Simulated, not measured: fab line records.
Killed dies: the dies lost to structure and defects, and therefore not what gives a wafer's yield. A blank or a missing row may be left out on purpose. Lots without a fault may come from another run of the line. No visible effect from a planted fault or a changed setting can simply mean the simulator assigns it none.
Split-lot experiment | flow rit cmos | 23 wafers read across 5 lots, on a route 202 steps long

## ON THE SPLIT
At RIT_PLDD_COAT_01 (resist thk 1000 nm), the setting spin rpm was moved away from the recipe's 3250 rpm on 8 of the 23 wafers read, by -7.0% to +3.8%. The other wafers ran this setting at the recipe's value.

No step appears in the file between the split and the reading.

## THE READING
NOVOLAK_of_PLDD_COAT_01.thk nm (the simulator's own value, which no gauge read), in nm, at RIT_PLDD_DEVELOP_05 (develop time 50 s). No usual value for it is given in the file. Across the 15 wafers here that went through the recipe, the average is 1000.4 nm and the standard deviation 3.4 nm.

wafer  | tool, chamber at the split | spin rpm as run, rpm | against the recipe | NOVOLAK_of_PLDD_COAT_01.thk nm, nm | against lot-mates on the recipe
L074.1 | litho track-01, 0          | 3250                 | recipe             | 1003                               | -
L074.2 | litho track-01, 0          | 3250                 | recipe             | 1003                               | -
L074.4 | litho track-01, 0          | 3250                 | recipe             | 1003                               | -
L076.1 | litho track-02, 0          | 3250                 | recipe             | 1002                               | -
L076.2 | litho track-02, 0          | 3250                 | recipe             | 1002                               | -
L076.5 | litho track-02, 0          | 3250                 | recipe             | 1002                               | -
L076.3 | litho track-02, 0          | 3250                 | recipe             | 1005                               | -
L076.6 | litho track-02, 0          | 3250                 | recipe             | 1006                               | -
L080.1 | litho track-03, 0          | 3021                 | -7.0%              | 1031                               | +35.1
L080.2 | litho track-03, 0          | 3021                 | -7.0%              | 1037                               | +41.1
L080.3 | litho track-03, 0          | 3250                 | recipe             | 994.9                              | -
L080.4 | litho track-03, 0          | 3250                 | recipe             | 996                                | -
L080.6 | litho track-03, 0          | 3250                 | recipe             | 996.9                              | -
L082.1 | litho track-03, 0          | 3250                 | recipe             | 1000                               | -
L082.3 | litho track-03, 0          | 3375                 | +3.8%              | 976.8                              | -22.7
L082.4 | litho track-03, 0          | 3250                 | recipe             | 999                                | -
L082.5 | litho track-03, 0          | 3375                 | +3.8%              | 979.7                              | -19.8
L082.6 | litho track-03, 0          | 3375                 | +3.8%              | 977.8                              | -21.7
L084.1 | litho track-02, 0          | 3250                 | recipe             | 995.6                              | -
L084.3 | litho track-02, 0          | 3043                 | -6.4%              | 1034                               | +37.3
L084.4 | litho track-02, 0          | 3250                 | recipe             | 997.8                              | -
L084.5 | litho track-02, 0          | 3043                 | -6.4%              | 1033                               | +36.3
L084.6 | litho track-02, 0          | 3043                 | -6.4%              | 1031                               | +34.3

FIT RESULTS
A straight line over all 23 wafers: NOVOLAK_of_PLDD_COAT_01.thk nm changes by -5.13 nm for each +1% of spin rpm; r = -0.98; the points scatter about the line by 3.3 nm.
The same after taking each lot's own level away (the mean of its wafers on the recipe; 23 wafers): -5.54 nm for each +1%; r = -1.00; scatter 1.5 nm.
The reading moves by 39 nm for the largest change in spin rpm, on that fit.
Measured against the standard deviation above, the lots' own levels, which go from 995.93 to 1003.40 nm, span 2.2 times it.
So the lot-to-lot level changes the slope little: the two slopes agree.
Check: with one of the wafers moved furthest among these (-7.0%) left out of the fit, the line predicts +40 nm for it against its lot-mates. Against them it came out at +35.1 nm.

## ADDITIONAL SPLITS CARRIED BY THESE WAFERS
These wafers also went through other splits before the reading. Each is held against what the fit with the lots' levels taken away leaves over:
other split on the same wafers       | wafers away from the commonest value | r with NOVOLAK_of_PLDD_COAT_01.thk nm (lot level and that fit taken away)
RIT_ACTIVE_OXIDATION_01 temp c       | 15                                   | -0.11
RIT_ACTIVE_CVD_03 temp c             | 18                                   | +0.11
RIT_ACTIVE_DEVELOP_10 develop time s | 10                                   | -0.20
RIT_PWELL_IMPLANT_08 energy kev      | 12                                   | +0.00
RIT_NRETRO_COAT_01 spin rpm          | 11                                   | +0.38
RIT_NRETRO_SOFTBAKE_02 temp c        | 6                                    | +0.18
RIT_PRETRO_COAT_01 resist thk nm     | 8                                    | -0.06

## THE WHOLE CHAIN: every reading that the file lists as answering this split, in the file's order
step                | what it does       | reading                                                                         | change (the file's fit)              | r (the file's)
RIT_PLDD_COAT_01    | resist thk 1000 nm | NOVOLAK_of_PLDD_COAT_01.thk nm (the simulator's own value, which no gauge read) | -5.38 nm for each +1% of the setting | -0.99
RIT_PLDD_DEVELOP_05 | develop time 50 s  | NOVOLAK_of_PLDD_COAT_01.thk nm (the simulator's own value, which no gauge read) | -5.51 nm for each +1% of the setting | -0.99

## FILE'S OWN FIT
NOVOLAK_of_PLDD_COAT_01.thk nm changes by -5.51 nm for each +1% of spin rpm, r = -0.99.
